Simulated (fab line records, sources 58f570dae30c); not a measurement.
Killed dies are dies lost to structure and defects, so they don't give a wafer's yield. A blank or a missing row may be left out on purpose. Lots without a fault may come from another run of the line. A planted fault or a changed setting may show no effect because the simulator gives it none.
Which tool did it? | flow berkeley_cmos170 | 14 lots, 42 wafers sampled, at 6 steps of a route of 331

WHAT THE GAUGES READ, wafer by wafer
UCB170_FIELD_THK_MEAS_91.
lot  | measured     | on            | FIELD_OXIDE_LEFT_2_THK (nm)
L847 | day 6 14:24  | film_metro-04 | 343 356 358
L846 | day 6 14:40  | film_metro-02 | 364 372 375
L848 | day 7 02:29  | film_metro-02 | 358 356 358
L852 | day 7 15:27  | film_metro-04 | 341 351 351
L851 | day 7 15:42  | film_metro-02 | 342 348 355
L850 | day 7 16:46  | film_metro-01 | 336 340 343
L855 | day 8 15:16  | film_metro-02 | 358 351 342
L854 | day 8 15:34  | film_metro-01 | 358 349 363
L858 | day 9 09:51  | film_metro-01 | 353 356 345
L859 | day 9 10:15  | film_metro-01 | 346 357 351
L860 | day 10 03:40 | film_metro-04 | 347 351 343
L865 | day 10 21:58 | film_metro-01 | 363 366 351
L867 | day 11 03:35 | film_metro-04 | 366 376 363
L868 | day 11 18:14 | film_metro-02 | 348 358 360

UCB170_PLDD_TW_MEAS_11.
lot  | measured     | on            | PLDD_TW
L847 | day 7 10:11  | film_metro-01 | 1007 1008 1002
L846 | day 7 10:24  | film_metro-03 | 997 986 988
L848 | day 7 18:39  | film_metro-03 | 987 994 990
L852 | day 8 14:46  | film_metro-01 | 1008 1005 1004
L851 | day 8 14:57  | film_metro-02 | 1004 1002 1004
L850 | day 8 14:19  | film_metro-01 | 999 1001 1004
L855 | day 9 09:26  | film_metro-02 | 1005 1004 1006
L854 | day 9 09:41  | film_metro-01 | 1004 1000 1003
L858 | day 10 07:31 | film_metro-02 | 1061 1062 1061 1059 1057 1057
L859 | day 10 08:28 | film_metro-01 | 1068 1065 1063 1060 1063 1069
L860 | day 10 21:16 | film_metro-01 | 1003 1007 1001
L865 | day 11 18:26 | film_metro-01 | 1010 1004 1005
L867 | day 11 22:20 | film_metro-02 | 1002 1007 1003
L868 | day 12 10:11 | film_metro-01 | 1006 1002 1000

UCB170_SDANNEAL_RS_MEAS_04: measures by four-point-probe.
lot  | measured     | on            | PLDD_RS (ohm/sq)
L847 | day 8 05:32  | film_metro-01 | 1024 1024 1023
L846 | day 8 05:05  | film_metro-02 | 1031 1031 1031
L848 | day 8 11:04  | film_metro-02 | 1037 1033 1034
L852 | day 9 08:42  | film_metro-03 | 1030 1029 1028
L851 | day 9 07:32  | film_metro-01 | 1025 1027 1025
L850 | day 9 08:32  | film_metro-01 | 1029 1026 1027
L855 | day 10 04:45 | film_metro-02 | 1034 1037 1032
L854 | day 10 04:43 | film_metro-03 | 1028 1028 1032
L858 | day 11 03:23 | film_metro-01 | 883 880 881 882 881 880
L859 | day 11 03:53 | film_metro-02 | 886 888 886 886 888 883
L860 | day 11 16:38 | film_metro-03 | 1032 1033 1035
L865 | day 12 10:51 | film_metro-03 | 1032 1027 1031
L867 | day 12 12:37 | film_metro-01 | 1025 1026 1029
L868 | day 12 23:19 | film_metro-01 | 1028 1027 1027

WHICH TOOL RAN EACH LOT (tool, then ch and the chambers of the sampled wafers, then the start)
lot  | UCB170_GATE_STRIP_16                 | UCB170_PLDD_IMPLANT_09          | UCB170_SPACER_ETCHBACK_03
L847 | plasma_asher-03 ch 0,1, day 7 06:56  | implanter-02 ch 0, day 7 09:56  | rie_diel-01 ch 0,2,3, day 7 22:12
L846 | plasma_asher-01 ch 0,1, day 7 07:11  | implanter-04 ch 0, day 7 10:09  | rie_diel-04 ch 0,1,2, day 7 22:12
L848 | plasma_asher-02 ch 0,1, day 7 16:23  | implanter-01 ch 0, day 7 18:26  | rie_diel-02 ch 0,1, day 8 06:38
L852 | plasma_asher-03 ch 0,1, day 8 12:28  | implanter-01 ch 0, day 8 14:34  | rie_diel-02 ch 2,3, day 8 22:49
L851 | plasma_asher-02 ch 0, day 8 12:33    | implanter-04 ch 0, day 8 14:42  | rie_diel-01 ch 0,3, day 8 22:49
L850 | plasma_asher-01 ch 0,1, day 8 12:10  | implanter-04 ch 0, day 8 14:05  | rie_diel-04 ch 0,1, day 8 22:49
L855 | plasma_asher-02 ch 0,1, day 9 07:20  | implanter-04 ch 0, day 9 09:13  | rie_diel-04 ch 2,3, day 9 19:56
L854 | plasma_asher-01 ch 0,1, day 9 07:35  | implanter-01 ch 0, day 9 09:26  | rie_diel-01 ch 0,1,2, day 9 19:56
L858 | plasma_asher-02 ch 0,1, day 10 05:22 | implanter-01 ch 0, day 10 07:18 | rie_diel-04 ch 0,2,3, day 10 21:55
L859 | plasma_asher-03 ch 0,1, day 10 06:09 | implanter-01 ch 0, day 10 08:13 | rie_diel-04 ch 0,2,3, day 10 21:55
L860 | plasma_asher-01 ch 0,1, day 10 16:55 | implanter-02 ch 0, day 10 21:02 | rie_diel-04 ch 0,1,3, day 11 06:19
L865 | plasma_asher-03 ch 0,1, day 11 14:09 | implanter-02 ch 0, day 11 18:11 | rie_diel-02 ch 0,2,3, day 12 02:29
L867 | plasma_asher-01 ch 0,1, day 11 18:34 | implanter-04 ch 0, day 11 22:05 | rie_diel-02 ch 1,3, day 12 06:35
L868 | plasma_asher-02 ch 0,1, day 12 05:42 | implanter-04 ch 0, day 12 09:57 | rie_diel-01 ch 1,3, day 12 18:25
- UCB170_GATE_STRIP_16: strips in O2.
- UCB170_PLDD_IMPLANT_09
- UCB170_SPACER_ETCHBACK_03: etches SiO2 in CHF3/CF4/Ar, stops on Si, target depth 376 nm, time 100 s.

WHAT THE TOOLS THEMSELVES READ (means of the sampled wafers that have a number; where no wafer has one, the mark that the record gives instead)
UCB170_GATE_STRIP_16.
lot  | tool            | drypump_motor_current_A (A) | oes_product_au (a.u.)
L847 | plasma_asher-03 | 6.0                         | 0.726
L846 | plasma_asher-01 | 6.0                         | 0.721
L848 | plasma_asher-02 | 5.5                         | 0.725
L852 | plasma_asher-03 | 6.4                         | 0.722
L851 | plasma_asher-02 | 5.1                         | 0.725
L850 | plasma_asher-01 | 5.9                         | 0.724
L855 | plasma_asher-02 | 5.5                         | 0.722
L854 | plasma_asher-01 | 6.0                         | 0.726
L858 | plasma_asher-02 | 5.5                         | 0.725
L859 | plasma_asher-03 | 6.0                         | 0.725
L860 | plasma_asher-01 | 6.1                         | 0.723
L865 | plasma_asher-03 | 6.3                         | 0.725
L867 | plasma_asher-01 | 6.0                         | 0.726
L868 | plasma_asher-02 | 5.5                         | 0.722

UCB170_PLDD_IMPLANT_09.
lot  | tool         | beam_on_s (s) | faraday_current_uA
L847 | implanter-02 | 10.11         | 157
L846 | implanter-04 | 9.82          | 161
L848 | implanter-01 | 9.88          | 161
L852 | implanter-01 | 9.92          | 160
L851 | implanter-04 | 9.92          | 160
L850 | implanter-04 | 9.94          | 159
L855 | implanter-04 | 9.99          | 159
L854 | implanter-01 | 9.96          | 159
L858 | implanter-01 | 14.41         | 110
L859 | implanter-01 | 14.13         | 112
L860 | implanter-02 | 10.21         | 155
L865 | implanter-02 | 9.77          | 162
L867 | implanter-04 | 10.25         | 155
L868 | implanter-04 | 9.92          | 159

UCB170_SPACER_ETCHBACK_03.
lot  | tool        | drypump_motor_current_A (A) | oes_product_au (a.u.) | throttle_valve_pct (%)
L847 | rie_diel-01 | 5.8                         | 0.901                 | 6.45
L846 | rie_diel-04 | 5.8                         | 0.898                 | 6.53
L848 | rie_diel-02 | 6.2                         | 0.908                 | 6.38
L852 | rie_diel-02 | 6.1                         | 0.900                 | 6.33
L851 | rie_diel-01 | 5.3                         | 0.896                 | 6.49
L850 | rie_diel-04 | 5.2                         | 0.912                 | 6.51
L855 | rie_diel-04 | 6.3                         | 0.893                 | 6.54
L854 | rie_diel-01 | 5.9                         | 0.896                 | 6.50
L858 | rie_diel-04 | 5.7                         | 0.896                 | 6.52
L859 | rie_diel-04 | 5.7                         | 0.888                 | 6.53
L860 | rie_diel-04 | 5.4                         | 0.905                 | 6.57
L865 | rie_diel-02 | 6.2                         | 0.892                 | 6.37
L867 | rie_diel-02 | 6.3                         | 0.912                 | 6.45
L868 | rie_diel-01 | 6.1                         | 0.916                 | 6.58

THE ANSWER, worked out from the rows above alone
Rule: what is usual is taken from the lots themselves. Put in order of their means at a reading, lots are off if they are a third of the lots or fewer, leave a main group of 4 or more, and stand apart from it by a gap of 3 or more times the standard deviation of the main group's means; of several such gaps the widest counts. A main group whose means are all the same, to the digits that the tables above print for the reading, isn't used. A lot without any number at a reading at which 4 lots or more have one is off too. The other lots that the step has rows for count as sound. The gauges are gone through in route order, then the tools' own readings, and for those a lot's mean is taken as printed above. The first step at which some lot is off is used, and at that step the reading that is off furthest; a lot without a number counts as furthest.
Off: L858, L859, at UCB170_PLDD_TW_MEAS_11 (PLDD_TW). The main group: mean 1002, standard deviation 5.3.
A tool fits if, at a process step before that reading, it ran every lot that is off, and no sound lot after the first of them. The gauges at UCB170_PLDD_TW_MEAS_11 aren't tried: what is off there is off at UCB170_PLDD_IMPLANT_09 too, on other tools, and a gauge's error can't cause that. One fits: implanter-01 at UCB170_PLDD_IMPLANT_09. Its last sound lot is L854 (day 9 09:26), its first lot that is off L858 (day 10 07:18): a fault that began between those two fits.
The tool's own readings at UCB170_PLDD_IMPLANT_09 bear it out: on the lots that are off they differ by more than 5 times the standard deviation of the sound lots' means. beam_on_s reads 14.27 s there against 9.97 s on the sound lots; faraday_current_uA reads 111 there against 159 on the sound lots.

WHAT THE SIMULATOR HAD PUT IN
Process parameter drift: implanter-01, from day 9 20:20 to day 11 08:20, at UCB170_PLDD_IMPLANT_09. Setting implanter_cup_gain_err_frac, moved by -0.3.
Lots struck among those shown: L858, L859. The rule above found the same.
